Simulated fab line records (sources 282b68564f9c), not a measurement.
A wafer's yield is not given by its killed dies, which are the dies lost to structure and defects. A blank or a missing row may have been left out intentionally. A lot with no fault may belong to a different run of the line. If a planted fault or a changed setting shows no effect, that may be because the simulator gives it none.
Which tool is to blame? -- flow rit_cmos -- 15 lots, 45 wafers sampled, at 2 steps of a route of 202

## WHAT THE GAUGES READ, wafer by wafer
The record lacks any reading of a measuring or inspecting step that a usual standard deviation could be used to judge.

## WHAT TOOL EACH LOT RAN ON (gives the tool, then ch and the chambers of the sampled wafers, and finally the start)
lot,RIT_NWELL_SOFTBAKE_02,RIT_M1_PROBE_99
L104,"litho_track-04 ch 0, day 1 20:00",-
L105,"litho_track-04 ch 0, day 2 00:33",-
L107,"litho_track-01 ch 0, day 2 10:49",-
L108,"litho_track-03 ch 0, day 2 16:49",-
L109,"litho_track-03 ch 0, day 2 23:06",-
L110,"litho_track-03 ch 0, day 3 03:26",-
L111,"litho_track-03 ch 0, day 3 08:07","prober-02, day 4 23:17"
L112,"litho_track-03 ch 0, day 3 11:49",-
L115,"litho_track-01 ch 0, day 4 04:46",-
L121,"litho_track-04 ch 0, day 5 08:49",-
L123,"litho_track-01 ch 0, day 5 19:26",-
L124,"litho_track-04 ch 0, day 6 00:18",-
L125,"litho_track-01 ch 0, day 6 04:42",-
L126,"litho_track-01 ch 0, day 6 10:38",-
L127,"litho_track-04 ch 0, day 6 14:43",-
- RIT_NWELL_SOFTBAKE_02: time 60 s.
- RIT_M1_PROBE_99

## WHAT THE TOOLS THEMSELVES READ (means of the sampled wafers that have a number; where no wafer has one, the mark that the record gives instead)
RIT_NWELL_SOFTBAKE_02. Usual: chill_plate_temp_C 22.99 C, standard deviation 0.1; run_length_s 89.20 s, standard deviation 0.19.
lot,tool,chill_plate_temp_C (C),run_length_s (s),flag
L104,litho_track-04,23.00,89.22,
L105,litho_track-04,23.06,89.17,
L107,litho_track-01,23.07,89.32,
L108,litho_track-03,23.01,88.91,
L109,litho_track-03,23.03,88.92,
L110,litho_track-03,22.98,94.23,OFF
L111,litho_track-03,22.83,94.31,OFF
L112,litho_track-03,22.96,94.28,OFF
L115,litho_track-01,22.96,89.34,
L121,litho_track-04,23.06,89.36,
L123,litho_track-01,22.97,89.33,
L124,litho_track-04,23.00,89.20,
L125,litho_track-01,23.00,89.41,
L126,litho_track-01,22.94,89.39,
L127,litho_track-04,22.90,89.16,

RIT_M1_PROBE_99. Usual: killed_at_M0_to_M3 0.0, standard deviation 0.18; killed_at_contacts 0.1, standard deviation 0.38; killed_at_front_end 6.9, standard deviation 2.9; killed_dies 7.1, standard deviation 3; killed_open 3.5, standard deviation 2.1; killed_short 3.5, standard deviation 2.
lot,tool,killed_at_M0_to_M3,killed_at_contacts,killed_at_front_end,killed_dies,killed_open,killed_short,flag
L111,prober-02,0.0,0.0,8.0,8.0,3.7,4.3,

## THE ANSWER, worked out from the rows above alone
Rule: lot off if the mean of its wafers having a number is beyond 3 standard deviations from the usual mean. A lot without any number at a reading at which 4 lots or more have one is off too. All remaining lots with rows at the step are treated as sound. Order of review: gauges by route order, followed by the tools' own readings, for which a lot's mean as printed above is used. At the first step where some lot is off, the reading lying furthest off is the one used; lots without a number count as furthest.
Off at RIT_NWELL_SOFTBAKE_02 (run_length_s): L110, L111, L112.
A tool fits if, at that step or a process step before it, it ran every lot that is off, and no sound lot after the first of them. One candidate fits, namely litho_track-03 at RIT_NWELL_SOFTBAKE_02. Its last sound lot is L109 (day 2 23:06), its first lot that is off L110 (day 3 03:26): a fault that began between those two fits.
On the lots that are off, the tool's own readings at RIT_NWELL_SOFTBAKE_02 differ by more than 5 times the standard deviation of the sound lots' means, which bears it out; run_length_s reads 94.27 s there versus 89.23 s on the sound lots.

## WHAT THE SIMULATOR HAD INSERTED
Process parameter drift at RIT_NWELL_SOFTBAKE_02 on litho_track-03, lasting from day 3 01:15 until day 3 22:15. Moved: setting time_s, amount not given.
Lots struck among those shown: L110, L111, L112. This agrees with what the rule above found.
